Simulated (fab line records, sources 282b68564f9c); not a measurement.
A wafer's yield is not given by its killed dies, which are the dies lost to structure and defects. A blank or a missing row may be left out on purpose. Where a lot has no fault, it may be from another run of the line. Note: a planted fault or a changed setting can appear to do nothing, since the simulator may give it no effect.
Lot-split experiment || flow ritCmos || 23 wafers read from 5 lots, route of 202 steps

ON THE SPLIT
At RIT_GATE_ETCH_19 (etches poly-Si in SF6/CHF3/O2, stops on SiO2, time 165 s, target depth 312.5 nm), the setting timeS was moved away from the recipe's 165 s on 6 of the 23 wafers read, by -11.0% to -4.5%. All remaining wafers had this setting at the recipe value.

The reading is taken at the split's own step.

THE READING
oesProductAu, in a.u., at RIT_GATE_ETCH_19 (etches poly-Si in SF6/CHF3/O2, stops on SiO2, time 165 s, target depth 312.5 nm). Fault-free wafers of this fab line usually give 0.853 a.u., standard deviation 0.014 a.u.

{"wafer": "L074.1", "tool, chamber at the split": "rieSi-02, 2", "timeS as run, s": 165, "against the recipe": "recipe", "oesProductAu, a.u.": 0.837, "against lot-mates on the recipe": "-"}
{"wafer": "L074.2", "tool, chamber at the split": "rieSi-02, 3", "timeS as run, s": 165, "against the recipe": "recipe", "oesProductAu, a.u.": 0.852, "against lot-mates on the recipe": "-"}
{"wafer": "L074.4", "tool, chamber at the split": "rieSi-02, 1", "timeS as run, s": 165, "against the recipe": "recipe", "oesProductAu, a.u.": 0.823, "against lot-mates on the recipe": "-"}
{"wafer": "L074.5", "tool, chamber at the split": "rieSi-02, 0", "timeS as run, s": 165, "against the recipe": "recipe", "oesProductAu, a.u.": 0.850, "against lot-mates on the recipe": "-"}
{"wafer": "L074.6", "tool, chamber at the split": "rieSi-02, 3", "timeS as run, s": 165, "against the recipe": "recipe", "oesProductAu, a.u.": 0.856, "against lot-mates on the recipe": "-"}
{"wafer": "L076.1", "tool, chamber at the split": "rieSi-02, 3", "timeS as run, s": 165, "against the recipe": "recipe", "oesProductAu, a.u.": 0.856, "against lot-mates on the recipe": "-"}
{"wafer": "L076.3", "tool, chamber at the split": "rieSi-02, 2", "timeS as run, s": 146.8, "against the recipe": "-11.0%", "oesProductAu, a.u.": 0.921, "against lot-mates on the recipe": "+0.081"}
{"wafer": "L076.4", "tool, chamber at the split": "rieSi-02, 0", "timeS as run, s": 146.8, "against the recipe": "-11.0%", "oesProductAu, a.u.": 0.923, "against lot-mates on the recipe": "+0.083"}
{"wafer": "L076.5", "tool, chamber at the split": "rieSi-02, 1", "timeS as run, s": 165, "against the recipe": "recipe", "oesProductAu, a.u.": 0.824, "against lot-mates on the recipe": "-"}
{"wafer": "L076.6", "tool, chamber at the split": "rieSi-02, 0", "timeS as run, s": 146.8, "against the recipe": "-11.0%", "oesProductAu, a.u.": 0.917, "against lot-mates on the recipe": "+0.077"}
{"wafer": "L077.1", "tool, chamber at the split": "rieSi-01, 1", "timeS as run, s": 157.5, "against the recipe": "-4.5%", "oesProductAu, a.u.": 0.873, "against lot-mates on the recipe": "+0.004"}
{"wafer": "L077.2", "tool, chamber at the split": "rieSi-01, 3", "timeS as run, s": 165, "against the recipe": "recipe", "oesProductAu, a.u.": 0.870, "against lot-mates on the recipe": "-"}
{"wafer": "L077.3", "tool, chamber at the split": "rieSi-01, 2", "timeS as run, s": 157.5, "against the recipe": "-4.5%", "oesProductAu, a.u.": 0.888, "against lot-mates on the recipe": "+0.019"}
{"wafer": "L077.5", "tool, chamber at the split": "rieSi-01, 3", "timeS as run, s": 165, "against the recipe": "recipe", "oesProductAu, a.u.": 0.869, "against lot-mates on the recipe": "-"}
{"wafer": "L077.6", "tool, chamber at the split": "rieSi-01, 0", "timeS as run, s": 157.5, "against the recipe": "-4.5%", "oesProductAu, a.u.": 0.893, "against lot-mates on the recipe": "+0.024"}
{"wafer": "L079.1", "tool, chamber at the split": "rieSi-01, 3", "timeS as run, s": 165, "against the recipe": "recipe", "oesProductAu, a.u.": 0.885, "against lot-mates on the recipe": "-"}
{"wafer": "L079.2", "tool, chamber at the split": "rieSi-01, 2", "timeS as run, s": 165, "against the recipe": "recipe", "oesProductAu, a.u.": 0.860, "against lot-mates on the recipe": "-"}
{"wafer": "L079.4", "tool, chamber at the split": "rieSi-01, 0", "timeS as run, s": 165, "against the recipe": "recipe", "oesProductAu, a.u.": 0.853, "against lot-mates on the recipe": "-"}
{"wafer": "L084.1", "tool, chamber at the split": "rieSi-02, 2", "timeS as run, s": 165, "against the recipe": "recipe", "oesProductAu, a.u.": 0.851, "against lot-mates on the recipe": "-"}
{"wafer": "L084.2", "tool, chamber at the split": "rieSi-02, 3", "timeS as run, s": 165, "against the recipe": "recipe", "oesProductAu, a.u.": 0.871, "against lot-mates on the recipe": "-"}
{"wafer": "L084.3", "tool, chamber at the split": "rieSi-02, 0", "timeS as run, s": 165, "against the recipe": "recipe", "oesProductAu, a.u.": 0.862, "against lot-mates on the recipe": "-"}
{"wafer": "L084.4", "tool, chamber at the split": "rieSi-02, 1", "timeS as run, s": 165, "against the recipe": "recipe", "oesProductAu, a.u.": 0.839, "against lot-mates on the recipe": "-"}
{"wafer": "L084.5", "tool, chamber at the split": "rieSi-02, 2", "timeS as run, s": 165, "against the recipe": "recipe", "oesProductAu, a.u.": 0.855, "against lot-mates on the recipe": "-"}

THE FIT
A straight line over all 23 wafers: oesProductAu changes by -0.00612 a.u. for each +1% of timeS; r = -0.86; the points scatter about the line by 0.015 a.u.
The same after taking each lot's own level away (the mean of its wafers on the recipe; 23 wafers): -0.00688 a.u. for each +1%; r = -0.91; scatter 0.013 a.u.
Per that fit: largest timeS move, reading shift of 0.076 a.u.
From 0.8400 to 0.8695 a.u.: that is the span of the lots' own levels, equal to 2.1 times the standard deviation above.
In other words, the slope is changed by the lot-to-lot level; the two fits disagree.
Check: +0.0716 a.u. against its lot-mates is what the line predicts for one of the wafers moved furthest among these (-11.0%) when that wafer is left out of the fit. It came out at +0.081 a.u. against them.
Tool readings at the split's step, against how far the setting was moved: oesProductAu r = -0.86.

OTHER SPLITS ON THESE WAFERS
Before the reading, these wafers also passed through other splits. Each is held against what the fit with the lots' levels taken away leaves over:
{"other split on the same wafers": "RIT_ACTIVE_CVD_03 pressureMtorr", "wafers away from the commonest value": 18, "r with oesProductAu (lot level and that fit taken away)": "+0.23"}
{"other split on the same wafers": "RIT_ACTIVE_COAT_06 resistThkNm", "wafers away from the commonest value": 7, "r with oesProductAu (lot level and that fit taken away)": "+0.01"}
{"other split on the same wafers": "RIT_PWELL_COAT_01 spinRpm", "wafers away from the commonest value": 7, "r with oesProductAu (lot level and that fit taken away)": -0.09}
{"other split on the same wafers": "RIT_PWELL_HARDBAKE_07 tempC", "wafers away from the commonest value": 6, "r with oesProductAu (lot level and that fit taken away)": -0.07}
{"other split on the same wafers": "RIT_PRETRO_COAT_01 spinRpm", "wafers away from the commonest value": 10, "r with oesProductAu (lot level and that fit taken away)": -0.05}
{"other split on the same wafers": "RIT_GATE_OXIDATION_05 oxTimeS", "wafers away from the commonest value": 15, "r with oesProductAu (lot level and that fit taken away)": "+0.10"}
{"other split on the same wafers": "RIT_GATE_EXPOSE_13 doseMj", "wafers away from the commonest value": 9, "r with oesProductAu (lot level and that fit taken away)": -0.06}

THE WHOLE CHAIN: every reading that the file lists as answering this split, in the file's order
{"step": "RIT_GATE_ETCH_19", "what it does": "etches poly-Si in SF6/CHF3/O2, stops on SiO2, time 165 s, target depth 312.5 nm", "reading": "oesProductAu", "change (the file's fit)": "-0.00672 a.u. for each +1% of the setting", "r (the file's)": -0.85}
{"step": "RIT_GATE_ETCH_19", "what it does": "etches poly-Si in SF6/CHF3/O2, stops on SiO2, time 165 s, target depth 312.5 nm", "reading": "NOVOLAK_of_GATE_COAT_11.thkNm (the simulator's own value, which no gauge read)", "change (the file's fit)": "-0.957 nm for each +1% of the setting", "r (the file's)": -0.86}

FILE'S OWN FIT
oesProductAu changes by -0.00672 a.u. for each +1% of timeS, r = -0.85.
